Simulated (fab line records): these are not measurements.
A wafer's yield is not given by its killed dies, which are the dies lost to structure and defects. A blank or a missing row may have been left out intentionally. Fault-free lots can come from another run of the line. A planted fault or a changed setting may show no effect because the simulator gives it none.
Which tool was responsible? | flow berkeleyCmos170 | 15 lots with 45 wafers sampled at 6 steps, on a route of 331 steps

## WHAT THE GAUGES READ, wafer by wafer
UCB170_NVT_OVL_MEAS_06.
lot  | measured     | on         | NVT_OVL (nm)
L178 | day 6 18:08  | overlay-02 | 1 4 3
L180 | day 6 18:25  | overlay-01 | 6 13 4
L179 | day 6 18:43  | overlay-01 | -11 -12 -11
L182 | day 7 08:31  | overlay-01 | 5 -1 -2
L184 | day 7 21:32  | overlay-01 | -3 1 -1
L185 | day 8 05:59  | overlay-02 | -6 7 3
L188 | day 8 12:59  | overlay-01 | 8 0 7
L186 | day 8 12:59  | overlay-02 | 1 2 6
L187 | day 8 13:05  | overlay-01 | -6 1 -5
L190 | day 8 19:42  | overlay-02 | 1 5 5
L193 | day 9 18:17  | overlay-01 | 1 4 4
L197 | day 11 06:32 | overlay-02 | -9 -7 -6
L200 | day 11 18:25 | overlay-02 | 11 1 -4
L198 | day 11 18:32 | overlay-02 | 1 0 -2
L199 | day 11 19:04 | overlay-01 | 3 1 -3

UCB170_PLDD_CD_MEAS_06: target cd 1200 nm.
lot  | measured     | on       | cdNm (nm)
L178 | day 7 16:23  | cdSem-02 | 1199.4 1199.6 1199.3
L180 | day 7 15:52  | cdSem-02 | 1199.1 1198.5 1199.8
L179 | day 7 16:19  | cdSem-01 | 1199.8 1200.3 1199.4
L182 | day 8 03:52  | cdSem-01 | 1198.5 1198.4 1198.9
L184 | day 8 17:38  | cdSem-02 | 1197.8 1196.4 1198.8
L185 | day 9 00:49  | cdSem-01 | 1199.4 1200.5 1201.4
L188 | day 9 06:10  | cdSem-01 | 1202.6 1200.9 1201.0
L186 | day 9 06:11  | cdSem-02 | 1200.4 1202.3 1200.6
L187 | day 9 06:44  | cdSem-01 | 1199.0 1200.4 1200.2
L190 | day 9 21:22  | cdSem-02 | 1200.5 1198.2 1199.9
L193 | day 10 13:19 | cdSem-02 | 1197.6 1200.1 1199.6
L197 | day 12 00:41 | cdSem-01 | 1199.0 1199.0 1198.5
L200 | day 12 16:43 | cdSem-02 | 1196.2 1198.3 1197.6
L198 | day 12 16:49 | cdSem-01 | 1201.2 1199.4 1200.7
L199 | day 12 16:49 | cdSem-02 | 1197.2 1195.5 1195.5

UCB170_PLDD_OVL_MEAS_07.
lot  | measured     | on         | PLDD_OVL (nm)
L178 | day 7 16:30  | overlay-02 | 4 11 0
L180 | day 7 15:59  | overlay-01 | -1 -10 -2
L179 | day 7 16:24  | overlay-01 | -8 -8 -10
L182 | day 8 03:59  | overlay-01 | 5 2 1
L184 | day 8 17:43  | overlay-01 | 2 6 8
L185 | day 9 00:54  | overlay-02 | -6 -7 -1
L188 | day 9 06:16  | overlay-01 | -6 1 -1
L186 | day 9 06:16  | overlay-02 | -5 1 -9
L187 | day 9 06:50  | overlay-01 | 2 -1 2
L190 | day 9 21:29  | overlay-02 | -5 1 1
L193 | day 10 13:24 | overlay-02 | -10 -11 -9
L197 | day 12 00:48 | overlay-01 | 3 -1 2
L200 | day 12 16:48 | overlay-02 | -11 -1 -3
L198 | day 12 16:56 | overlay-02 | -10 -11 -10
L199 | day 12 16:55 | overlay-01 | -13 -3 -9

UCB170_PLDD_TW_MEAS_11.
lot  | measured     | on           | PLDD_TW
L178 | day 7 16:56  | filmMetro-03 | 1019 1012 1017
L180 | day 7 16:26  | filmMetro-02 | 1017 1020 1020
L179 | day 7 16:51  | filmMetro-01 | 992 992 999
L182 | day 8 04:25  | filmMetro-02 | 1015 1006 1010
L184 | day 8 18:10  | filmMetro-03 | 1016 1015 1012
L185 | day 9 01:20  | filmMetro-03 | 1012 1018 1017
L188 | day 9 06:42  | filmMetro-01 | 995 1003 992
L186 | day 9 06:46  | filmMetro-03 | 1014 1015 1009
L187 | day 9 07:38  | filmMetro-01 | 1130 1130 1137
L190 | day 9 22:14  | filmMetro-01 | 1133 1132 1133
L193 | day 10 14:25 | filmMetro-02 | 1148 1141 1150
L197 | day 12 01:14 | filmMetro-02 | 1015 1006 1008
L200 | day 12 17:14 | filmMetro-02 | 1008 1015 1000
L198 | day 12 17:22 | filmMetro-03 | 1013 1010 1011
L199 | day 12 17:21 | filmMetro-01 | 999 1004 1003

UCB170_SDANNEAL_RS_MEAS_04: the measuring method here is four-point-probe.
lot  | measured     | on           | PLDD_RS (ohm/sq)
L178 | day 8 06:37  | filmMetro-03 | 1030.4 1031.8 1033.9
L180 | day 8 06:08  | filmMetro-03 | 1033.0 1035.9 1032.3
L179 | day 8 06:54  | filmMetro-01 | 1031.8 1033.6 1030.6
L182 | day 8 20:28  | filmMetro-02 | 1031.1 1027.5 1030.6
L184 | day 9 08:03  | filmMetro-01 | 1030.4 1030.6 1029.1
L185 | day 9 22:19  | filmMetro-02 | 1026.3 1028.8 1030.0
L188 | day 9 21:51  | filmMetro-03 | 1033.5 1033.5 1031.4
L186 | day 9 22:44  | filmMetro-03 | 1029.7 1030.7 1027.0
L187 | day 9 23:11  | filmMetro-01 | 761.5 762.8 762.3
L190 | day 10 15:36 | filmMetro-01 | 756.1 757.8 756.7
L193 | day 11 04:17 | filmMetro-03 | 757.8 758.1 756.7
L197 | day 12 16:07 | filmMetro-03 | 1036.1 1032.4 1035.4
L200 | day 13 05:32 | filmMetro-01 | 1035.0 1035.6 1035.5
L198 | day 13 05:40 | filmMetro-03 | 1032.7 1032.0 1034.5
L199 | day 13 06:13 | filmMetro-01 | 1031.2 1031.5 1033.8

## WHICH TOOL RAN EACH LOT (tool, then ch and the chambers of the sampled wafers, then the start)
lot  | UCB170_PLDD_IMPLANT_08
L178 | implanter-04 ch 0, day 7 16:32
L180 | implanter-03 ch 0, day 7 16:02
L179 | implanter-03 ch 0, day 7 16:29
L182 | implanter-04 ch 0, day 8 04:02
L184 | implanter-01 ch 0, day 8 17:47
L185 | implanter-01 ch 0, day 9 00:58
L188 | implanter-01 ch 0, day 9 06:19
L186 | implanter-03 ch 0, day 9 06:21
L187 | implanter-04 ch 0, day 9 06:53
L190 | implanter-01 ch 0, day 9 21:31
L193 | implanter-03 ch 0, day 10 13:28
L197 | implanter-01 ch 0, day 12 00:50
L200 | implanter-03 ch 0, day 12 16:52
L198 | implanter-04 ch 0, day 12 16:58
L199 | implanter-01 ch 0, day 12 16:58
- UCB170_PLDD_IMPLANT_08

## AS READ BY THE TOOLS THEMSELVES (means over the sampled wafers that have a number; for cases with no such wafer, the mark the record gives instead)
UCB170_PLDD_IMPLANT_08.
lot  | tool         | beamOnS (s)
L178 | implanter-04 | 10.10
L180 | implanter-03 | 9.76
L179 | implanter-03 | 10.10
L182 | implanter-04 | 10.15
L184 | implanter-01 | 9.94
L185 | implanter-01 | 9.77
L188 | implanter-01 | 10.03
L186 | implanter-03 | 9.93
L187 | implanter-04 | 9.93
L190 | implanter-01 | 9.94
L193 | implanter-03 | 9.84
L197 | implanter-01 | 10.01
L200 | implanter-03 | 10.02
L198 | implanter-04 | 10.17
L199 | implanter-01 | 10.08

## THE ANSWER, worked out from the rows above alone
Rule: usual is defined by the lots themselves. The widest of any qualifying gaps counts: lots, ordered by their means at a reading, are off when they make up no more than a third of the lots, leave a main group of 4 or more, and stand apart from it by 3 or more times the standard deviation of that group's means. A main group is skipped when, at the precision printed for the reading in the tables above, its means are all equal. A lot without any number at a reading at which 4 lots or more have one is off too. All remaining lots with rows at the step are treated as sound. Order of review: gauges by route order, followed by the tools' own readings, for which a lot's mean as printed above is used. At the first step where some lot is off, the reading lying furthest off is the one used; lots without a number count as furthest.
Off: at UCB170_PLDD_TW_MEAS_11 (PLDD_TW), L187, L190, L193. Mean 1009 and standard deviation 7.4 in the main group.
If a tool, at a process step before that reading, ran all the lots that are off and no sound lot after the first of them, it fits. Those tools and the gauges at UCB170_PLDD_TW_MEAS_11 are tried in the same way. Of those tried, none fits.

## WHAT THE SIMULATOR HAD INSERTED
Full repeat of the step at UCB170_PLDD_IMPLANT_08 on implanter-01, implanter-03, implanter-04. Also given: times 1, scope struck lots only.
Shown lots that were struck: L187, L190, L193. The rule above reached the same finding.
